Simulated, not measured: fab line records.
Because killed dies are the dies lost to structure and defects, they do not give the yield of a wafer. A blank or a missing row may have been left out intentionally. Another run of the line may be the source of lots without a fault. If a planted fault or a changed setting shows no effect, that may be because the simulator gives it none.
fab line records | flow rit-cmos
[record] lots = 15 wafers = 45 last-day = 7
route steps=202 shown ACTIVE@2 NWELL@34 CONTACT@177 M1@185
lots that met no fault: from a run of the same line without faults
start-h: the number of hours between the record's first day and the start of the first shown wafer of the lot | wait-h: how many hours have passed since the lot's step before this one | " as in the row above | L1.1+2: one row covering several wafers at once | - value missing, or start not given | * or withheld: withheld | < > ~ a bound
route shown NAME@n: names a module that has steps shown in the file, with the first one's number in the route | usual: mean/standard deviation taken from wafers without a fault | same: alike in all rows | chamber/n: place in a boat | sites: readings site by site | _std_site: their standard deviation | _edge_site: inner sites' mean taken away from outer sites' mean | radius-mm: how far each site lies from the wafer's centre | mask NAME#n: copy n | behind: the tool/chamber that last shaped the wafer | hold: the reason the lot was held/the length of the hold in hours/how it ended | device: names the non-switching transistor (n, p or np) | end of line: the tests these same wafers got at the end of their route | a step given without rows: its recipe and nothing more | killed: dies lost to structure and defects at the first sort, not the wafer's yield | map: per-die view of a wafer (x killed, . not killed, _ where there is no die)
set.NAME: the setting that was run; set.NAME@STEP: the one run at that earlier step | model.NAME: the simulator's own value behind a step, which no gauge read
the route's steps for a sample of lots (tables are steps, rows are wafers)
services: the hour from which a tool's chamber was out of use, counted from the record's first day as start-h (under 0 if before that day), plus the number of hours and why
[[steps]]
[step RIT_ACTIVE_OXIDATION_01]
[recipe] temp-c = 1000 ambient = O2 target-thk-a = 468 ox-time-s = 3200
[usual] ox-temp-c-max = 1003.9/1
// columns lot.wafer tool chamber start-h wait-h ox-temp-c-max
L955.2 furnace-04 0 10.12 0.1 1003.3
L955.3 " 0 " " 1003.4
L955.6 " 0 " " 1002.8
L956.3 furnace-03 0 16.01 1.0 1003.7
L956.4 " 0 " " 1004.1
L956.6 " 0 " " 1004.1
L959.3 furnace-01 0 30.12 0.1 1004.3
L959.4 " 0 " " 1004.1
L959.5 " 0 " " 1005.5
L960.1 furnace-04 0 35.12 0.1 1004.0
L960.2 " 0 " " 1002.8
L960.5 " 0 " " 1004.4
L961.3 furnace-04 0 40.12 0.1 1001.7
L961.5 " 0 " " 1002.4
L961.6 " 0 " " 1002.3
L962.1 furnace-01 0 45.12 0.1 1006.0
L962.2 " 0 " " 1003.8
L962.5 " 0 " " 1003.7
L962.1 furnace-04 0 47.22 0.2 1003.7
L962.2 " 0 " " 1003.2
L962.5 " 0 " " 1002.9
L963.1 furnace-01 0 50.12 0.1 1004.7
L963.5 " 0 " " 1003.8
L963.6 " 0 " " 1004.6
L963.1 furnace-03 0 52.22 0.2 1006.5
L963.5 " 0 " " 1005.1
L963.6 " 0 " " 1004.3
L965.3 furnace-03 0 60.12 0.1 1004.2
L965.4 " 0 " " 1003.5
L965.6 " 0 " " 1004.5
L968.1 furnace-04 0 75.12 0.1 1004.3
L968.2 " 0 " " 1003.4
L968.5 " 0 " " 1003.6
L969.2 furnace-01 0 80.12 0.1 1004.0
L969.3 " 0 " " 1004.2
L969.5 " 0 " " 1003.8
L969.2 furnace-01 0 83.13 1.1 1005.4
L969.3 " 0 " " 1006.6
L969.5 " 0 " " 1004.1
L973.1 furnace-04 0 100.12 0.1 1002.6
L973.2 " 0 " " 1003.2
L973.4 " 0 " " 1003.1
L974.1 furnace-01 0 106.04 1.0 1007.5
L974.3 " 0 " " 1005.6
L974.6 " 0 " " 1003.9
L975.4 furnace-01 0 110.12 0.0 1004.4
L975.5 " 0 " " 1004.3
L975.6 " 0 " " 1004.0
L976.1 furnace-03 0 115.12 0.1 1006.2
L976.2 " 0 " " 1004.7
L976.5 " 0 " " 1005.2
L977.2 furnace-01 0 120.17 0.1 1002.9
L977.4 " 0 " " 1003.8
L977.5 " 0 " " 1003.6
[step RIT_ACTIVE_THK_MEAS_02]
[recipe] reads = SiO2_of_ACTIVE_OXIDATION_01
[usual] ACTIVE_OXIDE_THK = 44.9/0.75
// columns lot.wafer tool chamber start-h wait-h ACTIVE_OXIDE_THK[nm]
L955.2 film-metro-02 - 12.06 0.0 43.9
L955.3 " - " " 44.2
L955.6 " - " " 43.8
L956.3 film-metro-02 - 17.96 0.0 46.0
L956.4 " - " " 46.1
L956.6 " - " " 46.0
L959.3 film-metro-04 - 32.07 0.0 46.1
L959.4 " - " " 45.5
L959.5 " - " " 45.8
L960.1 film-metro-01 - 37.05 0.0 44.7
L960.2 " - " " 44.2
L960.5 " - " " 44.6
L961.3 film-metro-02 - 42.07 0.0 43.8
L961.5 " - " " 44.0
L961.6 " - " " 44.1
L962.1 film-metro-02 - 49.16 0.0 70.2
L962.2 " - " " 69.6
L962.5 " - " " 69.7
L963.1 film-metro-04 - 54.15 0.0 71.7
L963.5 " - " " 71.7
L963.6 " - " " 70.8
L965.3 film-metro-02 - 62.07 0.0 43.9
L965.4 " - " " 44.3
L965.6 " - " " 44.4
L968.1 film-metro-02 - 77.05 0.0 44.8
L968.2 " - " " 44.7
L968.5 " - " " 44.9
L969.2 film-metro-02 - 85.07 0.0 70.0
L969.3 " - " " 71.9
L969.5 " - " " 70.9
L973.1 film-metro-02 - 102.05 0.0 45.3
L973.2 " - " " 45.1
L973.4 " - " " 46.0
L974.1 film-metro-01 - 107.97 0.0 44.0
L974.3 " - " " 44.2
L974.6 " - " " 44.5
L975.4 film-metro-04 - 112.08 0.0 44.6
L975.5 " - " " 44.2
L975.6 " - " " 44.5
L976.1 film-metro-02 - 117.05 0.0 44.9
L976.2 " - " " 44.7
L976.5 " - " " 45.5
L977.2 film-metro-02 - 122.12 0.0 45.0
L977.4 " - " " 45.2
L977.5 " - " " 45.4
[step RIT_NWELL_OVL_MEAS_06]
[usual] NWELL_OVL = -0.6/1.1
// columns lot.wafer tool chamber start-h wait-h NWELL_OVL[nm]
L955.2 overlay-01 - 21.28 - -0.8
L955.3 " - " " -0.4
L955.6 " - " " 0.6
L956.3 overlay-01 - 26.07 - -0.9
L956.4 " - " " -0.2
L956.6 " - " " -1.6
L959.3 overlay-02 - 40.26 - -0.3
L959.4 " - " " -3.0
L959.5 " - " " 0.8
L960.1 overlay-01 - 45.34 - -1.9
L960.2 " - " " 0.0
L960.5 " - " " -1.1
L961.3 overlay-01 - 50.44 - -1.3
L961.5 " - " " -1.0
L961.6 " - " " -0.8
L962.1 overlay-01 - 60.65 - -0.7
L962.2 " - " " -1.6
L962.5 " - " " -1.0
L963.1 overlay-02 - 62.64 - -1.5
L963.5 " - " " -3.5
L963.6 " - " " -0.5
L965.3 overlay-01 - 70.44 - 0.8
L965.4 " - " " -0.4
L965.6 " - " " -1.2
L968.1 overlay-01 - 85.89 - -0.9
L968.2 " - " " -0.3
L968.5 " - " " 0.1
L969.2 overlay-01 - 95.40 - -0.9
L969.3 " - " " -2.0
L969.5 " - " " -1.9
L973.1 overlay-01 - 110.17 - -1.2
L973.2 " - " " -0.4
L973.4 " - " " -0.3
L974.1 overlay-01 - 117.11 - -0.4
L974.3 " - " " -0.9
L974.6 " - " " 1.8
L975.4 overlay-01 - 120.52 - -0.2
L975.5 " - " " -0.3
L975.6 " - " " -0.3
L976.1 overlay-01 - 130.92 - -0.7
L976.2 " - " " 0.5
L976.5 " - " " 0.0
L977.2 overlay-01 - 132.24 - -1.4
L977.4 " - " " -0.8
L977.5 " - " " -0.6
[step RIT_CONTACT_OVL_MEAS_09]
[usual] CONTACT_OVL = -0.2/1.3
// columns lot.wafer tool chamber start-h wait-h CONTACT_OVL[nm]
L955.2 overlay-02 - 52.13 0.1 0.1
L955.3 " - " " -0.8
L955.6 " - " " -0.1
L956.3 overlay-02 - 56.32 0.1 0.6
L956.4 " - " " 0.2
L956.6 " - " " 0.0
L959.3 overlay-01 - 76.17 0.1 0.5
L959.4 " - " " -0.3
L959.5 " - " " 1.2
L960.1 overlay-02 - 77.35 0.1 -1.8
L960.2 " - " " -0.7
L960.5 " - " " -0.7
L961.3 overlay-02 - 83.86 0.1 -0.8
L961.5 " - " " -0.6
L961.6 " - " " -1.4
L962.1 overlay-02 - 98.89 0.1 -1.4
L962.2 " - " " 0.1
L962.5 " - " " -0.4
L963.1 overlay-01 - 99.53 0.1 0.0
L963.5 " - " " 1.2
L963.6 " - " " 1.5
L965.3 overlay-01 - 101.28 0.1 1.1
L965.4 " - " " 1.9
L965.6 " - " " 0.5
L968.1 overlay-01 - 119.00 0.1 0.4
L968.2 " - " " -2.3
L968.5 " - " " -0.8
L969.2 overlay-02 - 131.63 0.1 1.6
L969.3 " - " " 2.9
L969.5 " - " " -0.5
L973.1 overlay-02 - 145.95 0.1 -1.0
L973.2 " - " " 0.4
L973.4 " - " " -0.6
L974.1 overlay-01 - 150.67 0.1 0.8
L974.3 " - " " -0.4
L974.6 " - " " 0.0
L975.4 overlay-01 - 153.73 0.1 0.9
L975.5 " - " " 1.1
L975.6 " - " " 2.6
L976.1 overlay-01 - 163.08 0.1 0.0
L976.2 " - " " -0.1
L976.5 " - " " -1.8
L977.2 overlay-02 - 164.82 0.1 -0.3
L977.4 " - " " -1.9
L977.5 " - " " 0.8
[step RIT_M1_RS_MEAS_01]
[recipe] thk-meas-gauge = four-point-probe reads = Al_of_M1_SPUTTER_00
[usual] M1_AL_RS = 0.0733/0.00074
// columns lot.wafer tool chamber start-h wait-h M1_AL_RS[ohm/sq]
L955.2 film-metro-02 - 53.46 0.2 0.0735
L955.3 " - " " 0.0726
L955.6 " - " " 0.0727
L956.3 film-metro-01 - 57.67 0.2 0.0734
L956.4 " - " " 0.0733
L956.6 " - " " 0.0725
L959.3 film-metro-04 - 77.53 0.2 0.0727
L959.4 " - " " 0.0725
L959.5 " - " " 0.0727
L960.1 film-metro-02 - 78.80 0.1 0.0744
L960.2 " - " " 0.0732
L960.5 " - " " 0.0730
L961.3 film-metro-01 - 85.22 0.2 0.0721
L961.5 " - " " 0.0721
L961.6 " - " " 0.0725
L962.1 film-metro-01 - 100.21 0.1 0.0721
L962.2 " - " " 0.0724
L962.5 " - " " 0.0729
L963.1 film-metro-01 - 100.87 0.1 0.0724
L963.5 " - " " 0.0735
L963.6 " - " " 0.0730
L965.3 film-metro-02 - 102.65 0.2 0.0741
L965.4 " - " " 0.0734
L965.6 " - " " 0.0722
L968.1 film-metro-04 - 120.32 0.1 0.0738
L968.2 " - " " 0.0742
L968.5 " - " " 0.0741
L969.2 film-metro-02 - 132.98 0.2 0.0730
L969.3 " - " " 0.0729
L969.5 " - " " 0.0739
L973.1 film-metro-01 - 147.27 0.1 0.0733
L973.2 " - " " 0.0745
L973.4 " - " " 0.0747
L974.1 film-metro-01 - 152.28 0.3 0.0741
L974.3 " - " " 0.0736
L974.6 " - " " 0.0744
L975.4 film-metro-02 - 155.17 0.2 0.0731
L975.5 " - " " 0.0735
L975.6 " - " " 0.0731
L976.1 film-metro-01 - 164.42 0.1 0.0737
L976.2 " - " " 0.0736
L976.5 " - " " 0.0735
L977.2 film-metro-02 - 166.41 0.2 0.0741
L977.4 " - " " 0.0740
L977.5 " - " " 0.0741
[step RIT_M1_PROBE_99]
[usual] killed-at-contacts = 0.1/0.34 killed-at-front-end = 7/3 killed-dies = 7/3.1 killed-open = 3.4/1.9 killed-short = 3.4/2.1
[same] gross-dies = 264 killed_at_M0_to_M3 = 0 killed_at_M4_up = 0 killed-at-back-side = 0 killed-at-other = 0
// columns lot.wafer tool chamber start-h wait-h killed-at-contacts killed-at-front-end killed-dies killed-open killed-short
L962.1 prober-01 - 103.94 0.1 0 4 4 3 1
L962.2 prober-01 - 103.99 0.1 0 10 10 5 5
L962.5 prober-01 - 104.14 0.2 0 5 5 2 3
L963.1 prober-02 - 104.60 0.1 0 6 6 4 2
L963.5 prober-02 - 104.80 0.2 0 7 7 5 2
L963.6 prober-02 - 104.85 0.2 2 14 16 7 9
L969.2 prober-02 - 136.74 0.1 0 3 3 1 2
L969.3 prober-02 - 136.79 0.2 0 2 2 0 1
L969.5 prober-02 - 136.89 0.2 0 9 9 4 5
// killed by level:class
L962.1 GATE:geometric-particle:open=2 SPACER:geometric-particle:open=1 SPACER:geometric-particle:short=1
L962.2 GATE:geometric-particle:short=2 FOX1:geometric-particle:open=1 FOX1:geometric-particle:short=1 FOX2:geometric-particle:open=1 GATE:geometric-particle:open=1 REOX:geometric-particle:short=1 SPACER:geometric-particle:open=1 SILICIDE:geometric-particle:short=1
L962.5 ACTIVE:geometric-particle:short=1 FOX1:geometric-particle:short=1 GATE:geometric-particle:short=1 GATE:geometric-particle:open=1 REOX:geometric-particle:open=1
L963.1 GATE:geometric-particle:open=1 REOX:geometric-particle:short=1 REOX:geometric-particle:open=1 SPACER:geometric-particle:open=1 SPACER:geometric-particle:short=1 SILICIDE:geometric-particle:open=1
L963.5 GATE:geometric-particle:short=2 GATE:geometric-particle:open=2 FOX2:geometric-particle:open=1 REOX:geometric-particle:open=1 SILICIDE:geometric-particle:open=1
L963.6 GATE:geometric-particle:open=4 GATE:geometric-particle:short=3 SPACER:geometric-particle:short=2 SILICIDE:geometric-particle:short=2 FOX1:geometric-particle:open=1 FOX2:geometric-particle:short=1 SILICIDE:geometric-particle:open=1 CONTACT:geometric-particle:short=1
L969.2 GATE:geometric-particle:short=2 GATE:geometric-particle:open=1
L969.3 GATE:geometric-particle:short=1 GATE:coat-microbubble-printed=1
L969.5 FOX1:geometric-particle:short=2 GATE:geometric-particle:short=2 FOX1:geometric-particle:open=1 FOX2:geometric-particle:open=1 GATE:geometric-particle:open=1 SILICIDE:geometric-particle:open=1 SILICIDE:geometric-particle:short=1
[[services]]
// columns tool chamber start-h hours kind
furnace-04 - -4.96 1.7 pm
furnace-03 - 4.21 7.0 pm
furnace-01 - 52.12 4.1 pm
furnace-04 - 61.58 7.8 pm
furnace-03 - 87.68 3.7 pm
[[key]]
[first-sign] step = RIT_ACTIVE_OXIDATION_01 reading = visit direction = added
[effect] step = RIT_ACTIVE_THK_MEAS_02 reading = ACTIVE_OXIDE_THK direction = up sigmas = 34 usual = 44.9 struck = 70.7
met-at RIT_ACTIVE_OXIDATION_01
struck-lots L962,L963,L969
tester-left-out L962,L963,L969
not-acting-at RIT_NWELL_OVL_MEAS_06,RIT_CONTACT_OVL_MEAS_09,RIT_M1_RS_MEAS_01
[fault] kind = repeated-step-whole tool = furnace-01,furnace-03,furnace-04 chamber = - onset-h = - steps = RIT_ACTIVE_OXIDATION_01 times = 1 scope = struck-lots-only
// tester-left-out: of these lots the tester's yield and bins aren't shown, on N5 and GAA mostly nor the transistor test; their killed dies are dies lost to structure and defects alone, not to doping, threshold or leakage, so they don't give the yield
